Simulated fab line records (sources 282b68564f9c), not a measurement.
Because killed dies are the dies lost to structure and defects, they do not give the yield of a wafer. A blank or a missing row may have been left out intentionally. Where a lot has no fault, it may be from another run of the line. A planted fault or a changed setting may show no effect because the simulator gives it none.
A lot that was struck, set against a sound lot :: flow ritCmos :: 20 steps out of a route of 202
Sound: the wafers L188.1, L188.2, L188.4. Wafers L195.2, L195.5, L195.6 were the ones struck. The cause is given at the end.
Order at every step that has rows: each side's tool, ch and its chambers, its first start. Under that, the readings that differ: sound wafers :: struck wafers :: difference of the means :: sigmas: that difference in standard deviations of wafers without a fault.
alike: a reading whose means differ by less than 2 such deviations, as well as words and numbers matching on both sides. not compared: withheld readings; readings where some wafer has no value; bounds like >300 that might hide an equal value; numbers whose values overlap and for which the record gives no deviation.
The two part at a step that has a row with sigmas, a row that says differs or no value, or rows on one side only. Non-overlapping numbers with no deviation appear without sigmas and do not part them. Lack of a reading on every wafer of one side parts them only where that side has two or more wafers.

RIT_CONTACT_CD_MEAS_08 targets a cd of 1000 nm.
  sound on cdSem-02 at day 3 06:55; struck on cdSem-02 at day 4 17:37
  alike: cdNm
RIT_CONTACT_OVL_MEAS_09:
  sound on overlay-02 at day 3 07:02; struck on overlay-02 at day 4 17:43
  alike: CONTACT_OVL
then, 1 step without rows for these wafers: RIT_CONTACT_HARDBAKE_10 (time 60 s).
RIT_CONTACT_ETCH_11: etches SiO2 in CHF3/CF4/Ar, stops on TiSi2, target depth 480 nm, time 320 s.
  sound on rieDiel-02 ch 0,1,3, day 3 07:14; struck on rieDiel-02 ch 0,1,3, day 4 17:54
  alike: CHF3_flow_sccm, cf4FlowSccm, chamberPressureMTorr, drypumpMotorCurrentA, oesProductAu, throttleValvePct
  not compared: rfHoursCounterH
RIT_CONTACT_STRIP_12: strips in O2, time 180 s.
  sound on plasmaAsher-03 ch 0,1, day 3 07:25; struck on plasmaAsher-01 ch 0,1, day 4 18:06
  alike: chamberPressureMTorr, drypumpMotorCurrentA
  not compared: rfHoursCounterH
RIT_CONTACT_CD_MEAS_90 targets a cd of 1000 nm.
  sound on cdSem-02 at day 3 07:36; struck on cdSem-02 at day 4 18:17
  alike: cdNm
then, 2 steps without rows for these wafers: RIT_CONTACT_CLEAN_13 (cleans in SC1, time 600 s); RIT_CONTACT_CLEAN_14 (cleans in SC2, time 600 s).
RIT_M1_SPUTTER_00: material Al, target thk 400 nm, time 500 s.
  sound on pvdSputter-04 at day 3 08:04; struck on pvdSputter-02 at day 4 18:55
  alike: throttleValvePct
RIT_M1_RS_MEAS_01: the measuring method here is four-point-probe.
  sound on filmMetro-03 at day 3 08:22; struck on filmMetro-03 at day 4 19:14
  alike: M1_AL_RS
RIT_M1_THK_MEAS_02: measures by xrf.
  sound on filmMetro-03 at day 3 08:29; struck on filmMetro-03 at day 4 19:20
  alike: M1_AL_THK
then, 1 step without rows for these wafers: RIT_M1_HMDS_03 (prime time 60 s).
RIT_M1_COAT_04: resist thk 1300 nm.
  sound on lithoTrack-01 ch 0, day 3 08:41; struck on lithoTrack-01, day 4 19:34
  no value came back on the struck wafers for chillPlateTempC (C), dispensePressureKPa (kPa); on the sound wafers chillPlateTempC (C) reads 22.84 22.94 23.12
then, 4 steps without rows for these wafers: RIT_M1_SOFTBAKE_05 (time 60 s); RIT_M1_EXPOSE_06 (exposes mask M12, target cd 2600 nm); RIT_M1_PEB_07; RIT_M1_DEVELOP_08 (develop time 68 s).
RIT_M1_CD_MEAS_09 targets a cd of 2600 nm.
  sound on cdSem-01 at day 3 09:27; struck on cdSem-01 at day 4 20:17
reading: cdNm (nm)
sound: 2602.7 2602.6 2601.6
struck: - - -
difference: no value on the struck wafers
sigmas: 
RIT_M1_OVL_MEAS_10:
  sound on overlay-01 at day 3 09:34; struck on overlay-01 at day 4 20:24
reading: M1_OVL (nm)
sound: 1.7 1.3 -1.1
struck: - - -
difference: no value on the struck wafers
sigmas: 
RIT_M1_PROBE_99:
  sound on prober-01 at day 3 12:07; struck on prober-02 at day 4 23:00
reading: defectLimitedYield (%)
sound: 97.0 94.3 95.1
struck: 0 0 0
difference: -95
sigmas: -80

reading: killed_at_M0_to_M3
sound: 0 0 0
struck: 253 257 259
difference: +256
sigmas: 

reading: killedDies
sound: 8 15 13
struck: 264 264 264
difference: +252
sigmas: +76

reading: killedOnRim
sound: 1 3 3
struck: 70 70 70
difference: +68
sigmas: +48

reading: killedOpen
sound: 6 8 9
struck: 5 2 3
difference: -4
sigmas: -2

reading: sort_bin_5_function (%)
sound: 1.9 3.8 3.4
struck: 97.7 98.1 98.5
difference: +95.1
sigmas: +99 or more

reading: sortNPass
sound: 256 249 251
struck: 0 0 0
difference: -252
sigmas: -76

reading: sortYieldPct (%)
sound: 97.0 94.3 95.1
struck: 0 0 0
difference: -95
sigmas: -80
  alike: killedAtFrontEnd, killedShort, sort_bin_3_pad_short, sort_bin_6_memory

WHERE THEY PART
First at RIT_M1_COAT_04; last, within this record, at RIT_M1_PROBE_99.

WHY: what the simulator had put in
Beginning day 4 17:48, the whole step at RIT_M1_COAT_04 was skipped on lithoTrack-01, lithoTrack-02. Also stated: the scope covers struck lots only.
